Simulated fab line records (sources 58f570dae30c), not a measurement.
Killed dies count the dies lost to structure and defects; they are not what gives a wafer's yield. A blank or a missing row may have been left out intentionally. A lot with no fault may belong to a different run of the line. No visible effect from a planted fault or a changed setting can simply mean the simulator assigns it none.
Split-lot trial ; flow berkeley_cmos170 ; 23 wafers read across 5 lots, on a route 331 steps long

== THE SPLIT ITSELF ==
At UCB170_NWELL_ETCH_13 (etches Si3N4 in CH3F/Ar/O2, stops on SiO2, target depth 246.4 nm, time 154 s), the setting rf_w was moved away from the recipe's 450 W on 8 of the 23 wafers read, by -9.6% to +6.4%. For the rest of the wafers, this setting stayed at what the recipe calls for.

The reading comes from the split's own step.

== THE READING ==
KrF_of_NWELL_COAT_07.thk_nm (the simulator's own value, which no gauge read), in nm, at UCB170_NWELL_ETCH_13 (etches Si3N4 in CH3F/Ar/O2, stops on SiO2, target depth 246.4 nm, time 154 s). There is no usual value for it anywhere in the file. Average 718.7 nm, standard deviation 1.6 nm, over the 15 wafers here run with the recipe.

wafer;tool, chamber at the split;rf_w as run, W;against the recipe;KrF_of_NWELL_COAT_07.thk_nm, nm;against lot-mates on the recipe
L074.1;rie_diel-02, 2;424.7;-5.6%;725.1;+5.6
L074.2;rie_diel-02, 0;450;recipe;721.7;-
L074.4;rie_diel-02, 0;450;recipe;717.3;-
L074.5;rie_diel-02, 3;424.7;-5.6%;725.9;+6.4
L074.6;rie_diel-02, 2;424.7;-5.6%;724;+4.5
L077.1;rie_diel-04, 0;407;-9.6%;729.6;+10.3
L077.2;rie_diel-04, 3;407;-9.6%;727.7;+8.4
L077.4;rie_diel-04, 2;407;-9.6%;732.1;+12.8
L077.5;rie_diel-04, 0;450;recipe;720.4;-
L077.6;rie_diel-04, 3;450;recipe;718.3;-
L079.2;rie_diel-03, 1;450;recipe;721.2;-
L079.5;rie_diel-03, 3;450;recipe;718.8;-
L079.6;rie_diel-03, 2;450;recipe;716.6;-
L082.2;rie_diel-04, 2;450;recipe;717.4;-
L082.3;rie_diel-04, 3;450;recipe;720.4;-
L082.4;rie_diel-04, 0;478.8;+6.4%;714.8;-3.5
L082.5;rie_diel-04, 3;450;recipe;717.2;-
L082.6;rie_diel-04, 2;478.8;+6.4%;714.9;-3.4
L083.1;rie_diel-02, 3;450;recipe;719.5;-
L083.2;rie_diel-02, 0;450;recipe;716.9;-
L083.3;rie_diel-02, 2;450;recipe;719.4;-
L083.4;rie_diel-02, 1;450;recipe;717.1;-
L083.5;rie_diel-02, 2;450;recipe;718.3;-

FIT RESULTS
A straight line over all 23 wafers: KrF_of_NWELL_COAT_07.thk_nm changes by -1.02 nm for each +1% of rf_w; r = -0.93; the points scatter about the line by 1.8 nm.
The same after taking each lot's own level away (the mean of its wafers on the recipe; 23 wafers): -0.937 nm for each +1%; r = -0.92; scatter 1.7 nm.
That fit puts the effect of the largest move of rf_w on the reading at 9 nm.
From 718.24 to 719.50 nm: that is the span of the lots' own levels, equal to 0.8 times the standard deviation above.
Hence the lot-to-lot level has little effect on the slope; both slopes agree.
Check: for one of the wafers moved furthest among these (-9.6%), held out of the fit, the line's prediction against its lot-mates is +9.18 nm. It came out at +10.3 nm against them.

== FILE'S OWN FIT ==
KrF_of_NWELL_COAT_07.thk_nm changes by -0.934 nm for each +1% of rf_w, r = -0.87.
